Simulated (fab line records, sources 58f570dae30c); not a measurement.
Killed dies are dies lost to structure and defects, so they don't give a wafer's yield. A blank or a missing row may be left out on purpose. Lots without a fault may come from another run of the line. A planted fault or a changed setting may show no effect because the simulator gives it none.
Chamber matching | flow berkeley_cmos170 | UCB170_NWELL_ETCH_13 on rie_diel-02: 4 sister chambers
The step etches Si3N4 in CH3F/Ar/O2, stops on SiO2, target depth 246.4 nm, time 154 s. 7 wafers are shown with their chamber, then 7 later ones without.

WAFERS WITH THEIR CHAMBER
wafer  | chamber | drypump_motor_current_A (A) | throttle_valve_pct (%)
L602.2 | 1       | 5.0                         | 8.12
L614.6 | 3       | 5.6                         | 8.00
L616.1 | 3       | 5.6                         | 7.99
L616.3 | 2       | 4.7                         | 8.02
L616.6 | 0       | 5.3                         | 8.03
L617.3 | 2       | 4.7                         | 8.03
L617.4 | 0       | 5.4                         | 8.02

WAFERS WITHOUT THEIR CHAMBER
wafer  | drypump_motor_current_A (A) | throttle_valve_pct (%)
L617.5 | 5.4                         | 8.01
L619.1 | 4.7                         | 8.01
L619.3 | 5.3                         | 8.02
L619.5 | 5.4                         | 8.00
L621.1 | 5.3                         | 8.00
L621.3 | 5.6                         | 8.00
L621.6 | 4.8                         | 8.03

WHICH CHAMBER EACH WENT THROUGH
wafer  | from the rows above     | in truth
L617.5 | 0                       | 0
L619.1 | 2                       | 2
L619.3 | 0                       | 0
L619.5 | can't be placed: 0 or 3 | 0
L621.1 | 0                       | 0
L621.3 | 3                       | 3
L621.6 | 2                       | 2
Placed correctly: 6 of 7. Can't be placed from these rows: 1 (the true chamber is among the candidates in 1). Placed wrongly: 0.
How it was worked out, from the rows above alone: a wafer's distance from a chamber is the root of the sum, over the readings, of the square of ((its reading less the chamber's mean) divided by the reading's scatter). The wafer belongs to the nearest chamber; if the next one is less than 2 further off, it can't be placed. A chamber's mean is the mean of its shown wafers. The scatter: the root of (the sum of the squares of (reading less its chamber's mean) over the shown wafers, divided by (wafers less chambers)).
